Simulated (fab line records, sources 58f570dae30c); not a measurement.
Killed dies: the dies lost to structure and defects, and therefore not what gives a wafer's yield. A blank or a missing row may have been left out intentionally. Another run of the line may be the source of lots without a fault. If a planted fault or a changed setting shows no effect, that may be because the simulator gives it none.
Which of the tools did it? | flow berkeley_cmos170 | 14 lots, 42 wafers sampled, at 6 steps of a route of 331

## WHAT THE GAUGES SHOWED, per wafer
UCB170_M1_RS_MEAS_01: a four-point-probe measurement. Usual: M1_AL_RS gives 0.0482 ohm/sq (standard deviation 0.00053).
lot  | measured     | on            | M1_AL_RS (ohm/sq)    | flag
L256 | day 9 04:08  | film_metro-04 | 0.0480 0.0489 0.0478 |
L259 | day 9 04:26  | film_metro-04 | 0.0480 0.0488 0.0493 |
L257 | day 9 06:07  | film_metro-02 | 0.0491 0.0483 0.0481 |
L262 | day 9 22:14  | film_metro-02 | 0.0477 0.0485 0.0485 |
L261 | day 9 23:18  | film_metro-02 | 0.0479 0.0481 0.0488 |
L260 | day 9 23:36  | film_metro-01 | 0.0481 0.0491 0.0481 |
L263 | day 10 14:18 | film_metro-02 | 0.0476 0.0487 0.0476 |
L264 | day 10 14:10 | film_metro-02 | 0.0477 0.0481 0.0477 |
L265 | day 10 18:42 | film_metro-04 | 0.0471 0.0477 0.0488 |
L266 | day 10 21:19 | film_metro-02 | 0.0484 0.0479 0.0480 |
L268 | day 11 11:49 | film_metro-02 | 0.0476 0.0484 0.0484 |
L269 | day 11 14:54 | film_metro-04 | 0.0425 0.0424 0.0431 | OFF
L271 | day 11 15:58 | film_metro-04 | 0.0476 0.0475 0.0477 |
L270 | day 11 18:17 | film_metro-02 | 0.0429 0.0430 0.0429 | OFF

UCB170_M1_THK_MEAS_02: measures by xrf. Usual: M1_AL_THK gives 606 nm (standard deviation 8).
lot  | measured     | on            | M1_AL_THK (nm) | flag
L256 | day 9 04:16  | film_metro-04 | 611 601 606    |
L259 | day 9 04:33  | film_metro-04 | 609 597 593    |
L257 | day 9 06:14  | film_metro-02 | 596 606 606    |
L262 | day 9 22:20  | film_metro-02 | 611 604 604    |
L261 | day 9 23:25  | film_metro-02 | 614 610 597    |
L260 | day 9 23:41  | film_metro-01 | 599 584 594    |
L263 | day 10 14:25 | film_metro-02 | 622 602 620    |
L264 | day 10 14:16 | film_metro-02 | 617 612 616    |
L265 | day 10 18:49 | film_metro-04 | 618 613 599    |
L266 | day 10 21:26 | film_metro-02 | 607 613 614    |
L268 | day 11 11:56 | film_metro-02 | 617 606 607    |
L269 | day 11 15:01 | film_metro-04 | 683 680 675    | OFF
L271 | day 11 16:05 | film_metro-04 | 615 610 610    |
L270 | day 11 18:25 | film_metro-02 | 683 685 680    | OFF

## EACH LOT AND THE TOOL THAT RAN IT (in order: tool; ch and the chambers of the sampled wafers; start)
lot  | UCB170_SILICIDE_SPUTTER_01   | UCB170_CONTACT_ETCH_17             | UCB170_CONTACT_ETCH_18                        | UCB170_M1_SPUTTER_00
L256 | pvd_sputter-03, day 8 23:13  | rie_diel-04 ch 1,2,3, day 9 03:31  | rie_diel-04 ch 1,2,3, day 9 04:05 or earlier  | pvd_sputter-01, day 9 04:05
L259 | pvd_sputter-01, day 8 23:25  | rie_diel-02 ch 1,2, day 9 03:48    | rie_diel-02 ch 1,2, day 9 04:22 or earlier    | pvd_sputter-04, day 9 04:22
L257 | pvd_sputter-04, day 8 23:44  | rie_diel-04 ch 1,2,3, day 9 05:29  | rie_diel-04 ch 1,2,3, day 9 06:02 or earlier  | pvd_sputter-01, day 9 06:02
L262 | pvd_sputter-04, day 9 16:48  | rie_diel-04 ch 1,2,3, day 9 21:35  | rie_diel-04 ch 1,2,3, day 9 22:09 or earlier  | pvd_sputter-04, day 9 22:09
L261 | pvd_sputter-03, day 9 17:06  | rie_diel-01 ch 1,2,3, day 9 22:41  | rie_diel-01 ch 1,2,3, day 9 23:14 or earlier  | pvd_sputter-02, day 9 23:14
L260 | pvd_sputter-01, day 9 17:21  | rie_diel-04 ch 2,3, day 9 22:55    | rie_diel-04 ch 2,3, day 9 23:31 or earlier    | pvd_sputter-01, day 9 23:31
L263 | pvd_sputter-01, day 10 07:25 | rie_diel-01 ch 0,1,2, day 10 13:20 | rie_diel-01 ch 0,1,2, day 10 14:02 or earlier | pvd_sputter-01, day 10 14:02
L264 | pvd_sputter-03, day 10 07:47 | rie_diel-04 ch 1,2, day 10 13:19   | rie_diel-04 ch 1,2, day 10 14:02 or earlier   | pvd_sputter-02, day 10 14:02
L265 | pvd_sputter-01, day 10 13:57 | rie_diel-01 ch 0,2, day 10 18:04   | rie_diel-01 ch 0,2, day 10 18:38 or earlier   | pvd_sputter-04, day 10 18:38
L266 | pvd_sputter-03, day 10 14:32 | rie_diel-04 ch 0,3, day 10 20:41   | rie_diel-04 ch 0,3, day 10 21:15 or earlier   | pvd_sputter-01, day 10 21:15
L268 | pvd_sputter-01, day 11 06:18 | rie_diel-01 ch 0,1,2, day 11 11:02 | rie_diel-01 ch 0,1,2, day 11 11:46 or earlier | pvd_sputter-04, day 11 11:46
L269 | pvd_sputter-04, day 11 09:56 | rie_diel-01 ch 1,3, day 11 14:16   | rie_diel-01 ch 1,3, day 11 14:50 or earlier   | pvd_sputter-04, day 11 14:50
L271 | pvd_sputter-03, day 11 10:28 | rie_diel-04 ch 1,2,3, day 11 15:16 | rie_diel-04 ch 1,2,3, day 11 15:53 or earlier | pvd_sputter-01, day 11 15:53
L270 | pvd_sputter-03, day 11 11:04 | rie_diel-01 ch 0,1,3, day 11 17:23 | rie_diel-01 ch 0,1,3, day 11 18:14 or earlier | pvd_sputter-04, day 11 18:14
- UCB170_SILICIDE_SPUTTER_01: material Ti, target thk 30 nm, time 25 s.
- UCB170_CONTACT_ETCH_17: etches BARC in N2/H2.
- UCB170_CONTACT_ETCH_18: etches PSG in CHF3/CF4/Ar, stops on TiSi2, target depth 840 nm, time 195 s.
- UCB170_M1_SPUTTER_00: material Al, target thk 600 nm, time 80 s.

## WHAT THE TOOLS THEMSELVES READ (means of the sampled wafers that have a number; where no wafer has one, the mark that the record gives instead)
UCB170_SILICIDE_SPUTTER_01. Usual: throttle_valve_pct 29.7 %, standard deviation 0.91.
lot  | tool           | throttle_valve_pct (%) | flag
L256 | pvd_sputter-03 | 30.1                   |
L259 | pvd_sputter-01 | 28.5                   |
L257 | pvd_sputter-04 | 30.1                   |
L262 | pvd_sputter-04 | 30.1                   |
L261 | pvd_sputter-03 | 29.7                   |
L260 | pvd_sputter-01 | 29.6                   |
L263 | pvd_sputter-01 | 29.1                   |
L264 | pvd_sputter-03 | 29.8                   |
L265 | pvd_sputter-01 | 29.5                   |
L266 | pvd_sputter-03 | 30.0                   |
L268 | pvd_sputter-01 | 29.2                   |
L269 | pvd_sputter-04 | 30.0                   |
L271 | pvd_sputter-03 | 29.7                   |
L270 | pvd_sputter-03 | 29.1                   |

UCB170_CONTACT_ETCH_17. Usual: chamber_pressure_mTorr 29.998 mTorr, standard deviation 0.028; drypump_motor_current_A 5.9 A, standard deviation 0.4; h2_flow_sccm 200.0 sccm, standard deviation 0.59; oes_product_au 0.998 a.u., standard deviation 0.022; throttle_valve_pct 13.31 %, standard deviation 0.2.
lot  | tool        | chamber_pressure_mTorr (mTorr) | drypump_motor_current_A (A) | h2_flow_sccm (sccm) | oes_product_au (a.u.) | throttle_valve_pct (%) | flag
L256 | rie_diel-04 | 30.005                         | 6.0                         | 199.6               | 1.013                 | 13.30                  |
L259 | rie_diel-02 | 29.995                         | 6.2                         | 200.1               | 1.008                 | 13.37                  |
L257 | rie_diel-04 | 29.998                         | 6.0                         | 199.8               | 1.013                 | 13.30                  |
L262 | rie_diel-04 | 30.008                         | 6.0                         | 199.9               | 1.021                 | 13.30                  |
L261 | rie_diel-01 | 29.994                         | 5.7                         | 200.4               | 0.989                 | 13.31                  |
L260 | rie_diel-04 | 30.004                         | 6.3                         | 200.1               | 0.992                 | 13.10                  |
L263 | rie_diel-01 | 30.011                         | 5.5                         | 200.5               | 0.994                 | 13.30                  |
L264 | rie_diel-04 | 30.000                         | 6.3                         | 199.6               | 0.991                 | 13.16                  |
L265 | rie_diel-01 | 29.986                         | 5.4                         | 200.2               | 0.991                 | 13.25                  |
L266 | rie_diel-04 | 30.023                         | 5.9                         | 200.9               | 1.013                 | 13.35                  |
L268 | rie_diel-01 | 29.987                         | 5.5                         | 199.5               | 0.984                 | 13.31                  |
L269 | rie_diel-01 | 29.997                         | 5.7                         | 199.7               | 0.986                 | 13.42                  |
L271 | rie_diel-04 | 30.005                         | 6.0                         | 200.2               | 1.012                 | 13.29                  |
L270 | rie_diel-01 | 29.998                         | 5.6                         | 199.7               | 0.991                 | 13.42                  |

UCB170_CONTACT_ETCH_18. Usual: chamber_pressure_mTorr 199.99 mTorr, standard deviation 0.18; drypump_motor_current_A 5.9 A, standard deviation 0.4; oes_product_au 0.889 a.u., standard deviation 0.014; throttle_valve_pct 6.92 %, standard deviation 0.12.
lot  | tool        | chamber_pressure_mTorr (mTorr) | drypump_motor_current_A (A) | oes_product_au (a.u.) | throttle_valve_pct (%) | flag
L256 | rie_diel-04 | 199.89                         | 6.0                         | 0.890                 | 6.91                   |
L259 | rie_diel-02 | 199.97                         | 6.2                         | 0.886                 | 6.93                   |
L257 | rie_diel-04 | 199.95                         | 6.0                         | 0.899                 | 6.91                   |
L262 | rie_diel-04 | 199.81                         | 6.0                         | 0.896                 | 6.91                   |
L261 | rie_diel-01 | 199.94                         | 5.6                         | 0.874                 | 6.95                   |
L260 | rie_diel-04 | 199.97                         | 6.2                         | 0.896                 | 6.80                   |
L263 | rie_diel-01 | 200.00                         | 5.5                         | 0.887                 | 6.90                   |
L264 | rie_diel-04 | 199.85                         | 6.3                         | 0.874                 | 6.85                   |
L265 | rie_diel-01 | 200.05                         | 5.3                         | 0.880                 | 6.83                   |
L266 | rie_diel-04 | 199.94                         | 5.9                         | 0.896                 | 6.89                   |
L268 | rie_diel-01 | 200.04                         | 5.5                         | 0.887                 | 6.90                   |
L269 | rie_diel-01 | 199.91                         | 5.7                         | 0.875                 | 7.05                   |
L271 | rie_diel-04 | 199.94                         | 6.0                         | 0.897                 | 6.90                   |
L270 | rie_diel-01 | 200.23                         | 5.6                         | 0.887                 | 7.01                   |

UCB170_M1_SPUTTER_00. Usual: throttle_valve_pct 29.9 %, standard deviation 0.7.
lot  | tool           | throttle_valve_pct (%) | flag
L256 | pvd_sputter-01 | 29.5                   |
L259 | pvd_sputter-04 | 29.6                   |
L257 | pvd_sputter-01 | 29.5                   |
L262 | pvd_sputter-04 | 29.7                   |
L261 | pvd_sputter-02 | 30.4                   |
L260 | pvd_sputter-01 | 29.5                   |
L263 | pvd_sputter-01 | 29.6                   |
L264 | pvd_sputter-02 | 30.4                   |
L265 | pvd_sputter-04 | 29.9                   |
L266 | pvd_sputter-01 | 29.5                   |
L268 | pvd_sputter-04 | 29.8                   |
L269 | pvd_sputter-04 | 30.1                   |
L271 | pvd_sputter-01 | 29.9                   |
L270 | pvd_sputter-04 | 29.9                   |

## THE ANSWER, worked out from the rows above alone
Rule: a lot is off if the mean of its wafers that have a number lies more than 3 standard deviations from the usual mean. A lot without any number at a reading at which 4 lots or more have one is off too. The other lots that the step has rows for count as sound. First the gauges in route order, then the tools' own readings, where a lot's mean is used as printed above. The first step at which some lot is off is used, and at that step the reading that is off furthest; a lot without a number counts as furthest.
Off: L269, L270, at UCB170_M1_RS_MEAS_01 (M1_AL_RS).
A tool fits if, at a process step before that reading, it ran every lot that is off, and no sound lot after the first of them. Those tools and the gauges at UCB170_M1_RS_MEAS_01 are tried in the same way. Because UCB170_CONTACT_ETCH_18 lacks a start for some lots, the hours and order of its lots are taken from UCB170_M1_SPUTTER_00. This does not decide it: 2 tools fit, namely rie_diel-01 at UCB170_CONTACT_ETCH_17 and UCB170_CONTACT_ETCH_18 and pvd_sputter-04 at UCB170_M1_SPUTTER_00.

## WHAT THE SIMULATOR HAD PUT IN
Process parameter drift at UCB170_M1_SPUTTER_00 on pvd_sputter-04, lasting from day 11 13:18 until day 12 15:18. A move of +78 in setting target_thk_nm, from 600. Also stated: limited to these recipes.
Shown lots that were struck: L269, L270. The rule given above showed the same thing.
